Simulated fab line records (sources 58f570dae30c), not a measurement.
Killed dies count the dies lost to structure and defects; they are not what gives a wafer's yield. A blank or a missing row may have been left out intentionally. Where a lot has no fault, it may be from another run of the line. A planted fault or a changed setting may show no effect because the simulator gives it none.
Matching of chambers ; flow berkeley-cmos170 ; UCB170_V1_ETCH_14 on rie-diel-01 has 4 sister chambers
The step etches SiO2 in CHF3/CF4/Ar, stops on Al, target depth 1250 nm, time 291 s. 7 wafers are shown with their chamber, then 7 later ones without.

== WAFERS PAIRED WITH THEIR CHAMBERS ==
wafer;chamber;drypump-motor-current-A (A);oes-product-au (a.u.)
L077.3;0;6.0;0.871
L082.2;0;6.0;0.876
L086.1;1;5.2;0.870
L086.2;3;5.8;0.866
L086.6;2;4.9;0.863
L088.2;2;4.9;0.855
L088.4;3;5.7;0.873

== WAFERS MISSING THEIR CHAMBER ==
wafer;drypump-motor-current-A (A);oes-product-au (a.u.)
L088.5;6.0;0.874
L095.2;6.0;0.871
L095.5;6.1;0.872
L095.6;5.2;0.876
L096.3;6.0;0.875
L096.5;5.2;0.879
L096.6;4.9;0.889

== THE CHAMBER EACH PASSED THROUGH ==
wafer;from the rows above;in truth
L088.5;0;0
L095.2;0;0
L095.5;0;0
L095.6;1;1
L096.3;0;0
L096.5;1;1
L096.6;2;2
Correctly placed: 7 of 7. Can't be placed from these rows: 0. 0 placed wrongly.
How it was worked out, from the rows above alone: a wafer's distance from a chamber is the root of the sum, over the readings, of the square of ((its reading less the chamber's mean) divided by the reading's scatter). If the next closest chamber is less than 2 further off than the closest, the wafer can't be placed; otherwise it belongs to the closest. For every chamber, the mean is computed from those of its wafers that are shown. The scatter is the square root of a quotient: the sum, over the shown wafers, of each reading's squared deviation from its chamber's mean, divided by wafers minus chambers.
